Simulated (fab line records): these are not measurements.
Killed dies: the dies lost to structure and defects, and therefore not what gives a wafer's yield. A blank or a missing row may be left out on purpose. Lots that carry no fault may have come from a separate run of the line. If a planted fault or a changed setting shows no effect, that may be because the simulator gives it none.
Split-lot trial	flow berkeley cmos170	route with 331 steps; 5 lots, 23 wafers read

## THE SPLIT
At UCB170_NVT_COAT_01 (resist thk 900 nm), the setting resist thk nm was moved away from the recipe's 900 nm on 4 of the 23 wafers read, by -5.4% to -5.1%. All remaining wafers had this setting at the recipe value.

The reading is taken at the split's own step.

## THE READING
KrF_of_NVT_COAT_01.thk nm (the simulator's own value, which no gauge read), in nm, at UCB170_NVT_COAT_01 (resist thk 900 nm). The file gives no usual value for it. Across the 19 wafers here that went through the recipe, the average is 899.0 nm and the standard deviation 2.4 nm.

wafer	tool, chamber at the split	resist thk nm as run, nm	against the recipe	KrF_of_NVT_COAT_01.thk nm, nm	against lot-mates on the recipe
L077.1	litho track-01, 0	900	recipe	899.5	-
L077.3	litho track-01, 0	900	recipe	899.6	-
L077.4	litho track-01, 0	900	recipe	897.7	-
L077.5	litho track-01, 0	900	recipe	901.1	-
L077.6	litho track-01, 0	900	recipe	900.8	-
L078.1	litho track-04, 0	851.3	-5.4%	851.6	-48.8
L078.2	litho track-04, 0	900	recipe	901.5	-
L078.4	litho track-04, 0	851.3	-5.4%	851	-49.4
L078.5	litho track-04, 0	900	recipe	899.1	-
L078.6	litho track-04, 0	900	recipe	900.5	-
L080.1	litho track-03, 0	900	recipe	903.6	-
L080.2	litho track-03, 0	900	recipe	903.3	-
L080.3	litho track-03, 0	853.9	-5.1%	853	-48.9
L080.5	litho track-03, 0	853.9	-5.1%	852.7	-49.2
L080.6	litho track-03, 0	900	recipe	898.9	-
L082.1	litho track-01, 0	900	recipe	894.2	-
L082.3	litho track-01, 0	900	recipe	897.3	-
L082.4	litho track-01, 0	900	recipe	897.3	-
L082.5	litho track-01, 0	900	recipe	895.4	-
L082.6	litho track-01, 0	900	recipe	898	-
L085.1	litho track-01, 0	900	recipe	895.9	-
L085.3	litho track-01, 0	900	recipe	897.9	-
L085.5	litho track-01, 0	900	recipe	899.2	-

FIT RESULTS
A straight line over all 23 wafers: KrF_of_NVT_COAT_01.thk nm changes by +8.9 nm for each +1% of resist thk nm; r = +0.99; the points scatter about the line by 2.3 nm.
The same after taking each lot's own level away (the mean of its wafers on the recipe; 23 wafers): +9.31 nm for each +1%; r = +1.00; scatter 1.5 nm.
According to that fit, moving resist thk nm by its largest amount changes the reading by 50 nm.
Across the lots, their own levels run from 896.44 to 901.93 nm, a range of 2.3 times the standard deviation given above.
Consequently the slope shifts little with the lot-to-lot level, the two slopes agreeing.
Check: for one of the wafers moved furthest among these (-5.4%), held out of the fit, the line's prediction against its lot-mates is -51 nm. Against them it came out at -48.8 nm.

## OTHER SPLITS APPLIED TO THESE WAFERS
Before the reading, these wafers also passed through other splits. Each is held against what the fit with the lots' levels taken away leaves over:
other split on the same wafers	wafers away from the commonest value	r with KrF_of_NVT_COAT_01.thk nm (lot level and that fit taken away)
UCB170_PWELL_CVD_05 sih2cl2 flow sccm	15	+0.24
UCB170_PWELL_ETCH_14 rf w	6	-0.17
UCB170_ACTIVE_OXIDATION_02 temp c	15	+0.06
UCB170_ACTIVE_PEB_11 peb temp c	8	+0.01
UCB170_SACOX_OXIDATION_01 temp c	15	-0.20

## THE WHOLE CHAIN: every reading that the file lists as answering this split, in the file's order
step	what it does	reading	change (the file's fit)	r (the file's)
UCB170_NVT_COAT_01	resist thk 900 nm	KrF_of_NVT_COAT_01.thk nm (the simulator's own value, which no gauge read)	+9.31 nm for each +1% of the setting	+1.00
UCB170_NVT_STRIP_08	strips in O2	strip time to endpoint s	withheld for each +1% of the setting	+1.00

## FILE'S OWN FIT
KrF_of_NVT_COAT_01.thk nm changes by +9.31 nm for each +1% of resist thk nm, r = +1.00.
